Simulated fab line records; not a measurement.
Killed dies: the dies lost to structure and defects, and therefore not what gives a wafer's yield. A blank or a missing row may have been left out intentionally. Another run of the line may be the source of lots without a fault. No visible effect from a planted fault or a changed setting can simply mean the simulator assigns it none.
The tool behind it: which one? | flow rit_cmos | 14 lots with 42 wafers sampled at 2 steps, on a route of 202 steps

== WHAT EACH GAUGE READ, for each wafer ==
The record holds no reading of a measuring or inspecting step that can be judged against a usual standard deviation.

== WHICH TOOL RAN EACH LOT (tool, then ch and the chambers of the sampled wafers, then the start) ==
lot  | RIT_GATE_ETCH_19                | RIT_M1_PROBE_99
L337 | rie_si-01 ch 1,2,3, day 2 16:14 | -
L338 | rie_si-02 ch 1,2,3, day 2 23:43 | -
L339 | rie_si-01 ch 1,3, day 3 02:35   | -
L340 | rie_si-02 ch 0,1,2, day 3 05:34 | -
L341 | rie_si-01 ch 0,2,3, day 3 12:42 | -
L345 | rie_si-01 ch 2,3, day 4 09:01   | -
L346 | rie_si-02 ch 0,2,3, day 4 11:10 | -
L347 | rie_si-01 ch 0,3, day 4 18:25   | prober-02, day 5 15:17
L352 | rie_si-02 ch 0,1,2, day 5 16:52 | prober-01, day 6 13:50
L354 | rie_si-02 ch 0,1,3, day 6 03:05 | -
L356 | rie_si-02 ch 0,1,2, day 6 14:02 | -
L358 | rie_si-02 ch 0,2,3, day 6 23:50 | -
L359 | rie_si-01 ch 0,3, day 7 06:18   | -
L360 | rie_si-02 ch 1,2,3, day 7 09:46 | -
- RIT_GATE_ETCH_19: etches poly-Si in SF6/CHF3/O2, stops on SiO2, time 165 s, target depth 312.5 nm.
- RIT_M1_PROBE_99

== WHAT THE TOOLS THEMSELVES READ (means of the sampled wafers that have a number; where no wafer has one, the mark that the record gives instead) ==
RIT_GATE_ETCH_19. Usual: O2_flow_sccm 4.999 sccm, standard deviation 0.015; drypump_motor_current_A 5.6 A, standard deviation 0.4; oes_product_au 0.859 a.u., standard deviation 0.014; rf_fwd_power_W 159.3 W, standard deviation 0.55; throttle_valve_pct 10.25 %, standard deviation 0.11.
lot  | tool      | O2_flow_sccm (sccm) | drypump_motor_current_A (A) | oes_product_au (a.u.) | rf_fwd_power_W (W) | throttle_valve_pct (%) | flag
L337 | rie_si-01 | 4.992               | 5.7                         | 0.855                 | 159.7              | 10.29                  |
L338 | rie_si-02 | 4.996               | 5.2                         | 0.870                 | 159.3              | 10.24                  |
L339 | rie_si-01 | 4.993               | 5.6                         | 0.859                 | 158.8              | 10.20                  |
L340 | rie_si-02 | 4.998               | 5.6                         | 0.865                 | 159.9              | 10.20                  |
L341 | rie_si-01 | 4.994               | 5.9                         | 0.852                 | 159.8              | 10.35                  |
L345 | rie_si-01 | 5.001               | 5.8                         | 0.857                 | 201.8              | 10.39                  | OFF
L346 | rie_si-02 | 5.002               | 5.5                         | 0.865                 | 159.0              | 10.18                  |
L347 | rie_si-01 | 5.001               | 5.9                         | 0.866                 | 202.1              | 10.37                  | OFF
L352 | rie_si-02 | 4.999               | 5.6                         | 0.865                 | 159.7              | 10.20                  |
L354 | rie_si-02 | 5.012               | 5.5                         | 0.857                 | 160.0              | 10.15                  |
L356 | rie_si-02 | 4.988               | 5.6                         | 0.869                 | 158.9              | 10.19                  |
L358 | rie_si-02 | 5.014               | 5.5                         | 0.875                 | 158.9              | 10.18                  |
L359 | rie_si-01 | 5.013               | 6.0                         | 0.854                 | 159.0              | 10.37                  |
L360 | rie_si-02 | 4.988               | 5.2                         | 0.878                 | 159.7              | 10.24                  |

RIT_M1_PROBE_99. Usual: killed_at_contacts 0.1, standard deviation 0.24; killed_at_front_end 7, standard deviation 3.2; killed_dies 7, standard deviation 3.2; killed_open 3.6, standard deviation 2.1; killed_short 3.5, standard deviation 2.
lot  | tool      | killed_at_contacts | killed_at_front_end | killed_dies | killed_open | killed_short | flag
L347 | prober-02 | 0.0                | 7                   | 7           | 4.0         | 3.3          |
L352 | prober-01 | 0.0                | 8                   | 8           | 4.7         | 3.3          |

== THE ANSWER, worked out from the rows above alone ==
Rule: a lot counts as off when the mean over its wafers that have a number is more than 3 standard deviations away from the usual mean. Also off: a lot with no number at a reading for which 4 or more lots have one. Where the step has rows for the other lots, those lots are counted as sound. Order of review: gauges by route order, followed by the tools' own readings, for which a lot's mean as printed above is used. The first step at which some lot is off is used, and at that step the reading that is off furthest; a lot without a number counts as furthest.
Off: L345, L347 (RIT_GATE_ETCH_19, rf_fwd_power_W).
If a tool, at that step or one of the process steps before it, ran each lot that is off and ran no sound lot following the first of them, it fits. Not one of the candidates tried fits.

== WHAT HAD BEEN PUT IN BY THE SIMULATOR ==
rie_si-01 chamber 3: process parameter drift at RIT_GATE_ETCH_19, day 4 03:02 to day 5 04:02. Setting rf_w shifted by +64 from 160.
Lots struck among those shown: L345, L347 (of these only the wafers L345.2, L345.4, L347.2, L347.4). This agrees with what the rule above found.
